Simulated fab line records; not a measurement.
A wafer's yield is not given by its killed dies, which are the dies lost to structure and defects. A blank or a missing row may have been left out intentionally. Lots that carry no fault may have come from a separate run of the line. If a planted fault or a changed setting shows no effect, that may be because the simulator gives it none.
Split-lot study ; flow berkeley cmos170 ; 5 lots, 23 wafers read, on a route of 331 steps

## SPLIT DETAILS
At UCB170_NVT_IMPLANT_07, the setting dose cm2 was moved away from the recipe's 3e+12 on 11 of the 23 wafers read, by -5.2% to +5.1%. All remaining wafers had this setting at the recipe value.

## FROM THE SPLIT ON TO THE READING: in between, the file shows 1 step
- UCB170_NVT_STRIP_08: strips in O2

## THE READING
NVT_TW, at UCB170_NVT_TW_MEAS_09. A value of 527 with a standard deviation of 4.1 is what fault-free wafers of this fab line usually give.

wafer;tool, chamber at the split;dose cm2 as run;against the recipe;NVT_TW;against lot-mates on the recipe
L074.1;implanter-03, 0;2.845e+12;-5.2%;515;-8
L074.2;implanter-03, 0;3e+12;recipe;522;-
L074.4;implanter-03, 0;2.845e+12;-5.2%;512;-10
L074.5;implanter-03, 0;3e+12;recipe;523;-
L074.6;implanter-03, 0;2.845e+12;-5.2%;513;-10
L076.1;implanter-02, 0;3e+12;recipe;529;-
L076.2;implanter-02, 0;3e+12;recipe;531;-
L076.4;implanter-02, 0;3e+12;recipe;530;-
L077.1;implanter-01, 0;3.126e+12;+4.2%;537;+11
L077.3;implanter-01, 0;3e+12;recipe;526;-
L077.4;implanter-01, 0;3.126e+12;+4.2%;535;+9
L077.5;implanter-01, 0;3e+12;recipe;526;-
L077.6;implanter-01, 0;3.126e+12;+4.2%;537;+11
L078.1;implanter-03, 0;3.154e+12;+5.1%;531;+8
L078.2;implanter-03, 0;3e+12;recipe;522;-
L078.4;implanter-03, 0;3.154e+12;+5.1%;530;+8
L078.5;implanter-03, 0;3.154e+12;+5.1%;532;+10
L078.6;implanter-03, 0;3e+12;recipe;523;-
L082.1;implanter-03, 0;3.137e+12;+4.6%;529;+7
L082.2;implanter-03, 0;3e+12;recipe;522;-
L082.4;implanter-03, 0;3e+12;recipe;521;-
L082.5;implanter-03, 0;3e+12;recipe;522;-
L082.6;implanter-03, 0;3.137e+12;+4.6%;527;+5

THE FIT
A straight line over all 23 wafers: NVT_TW changes by +1.82 for each +1% of dose cm2; r = +0.86; the points scatter about the line by 3.7.
The same after taking each lot's own level away (the mean of its wafers on the recipe; 23 wafers): +1.81 for each +1%; r = +0.97; scatter 1.5.
That fit puts the effect of the largest move of dose cm2 on the reading at 9.3.
The span of the lots' own levels, 521.7 to 530.0, comes to 2.0 times the standard deviation stated above.
The two slopes are in agreement: the lot-to-lot level therefore moves the slope only a little.
Check: with one of the wafers moved furthest among these (-5.2%) left out of the fit, the line predicts -9.67 for it against its lot-mates. It came out at -7.5 against them.

## OTHER SPLITS ON THESE WAFERS
Note: prior to the reading, these wafers also went through further splits. Each is held against what the fit with the lots' levels taken away leaves over:
other split on the same wafers;wafers away from the commonest value;r with NVT_TW (lot level and that fit taken away)
UCB170_ZERO_COAT_01 resist thk nm;5;-0.27
UCB170_ZERO_ETCH_06 over etch frac;7;-0.23
UCB170_ACTIVE_CVD_05 time s;18;+0.45
UCB170_ACTIVE_COAT_08 resist thk nm;7;-0.16
UCB170_FIELD_OXIDATION_01 ox time s;15;+0.42
UCB170_NVT_COAT_01 resist thk nm;11;+0.25

## THE FILE'S OWN FIT
NVT_TW changes by +1.77 for each +1% of dose cm2, r = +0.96.
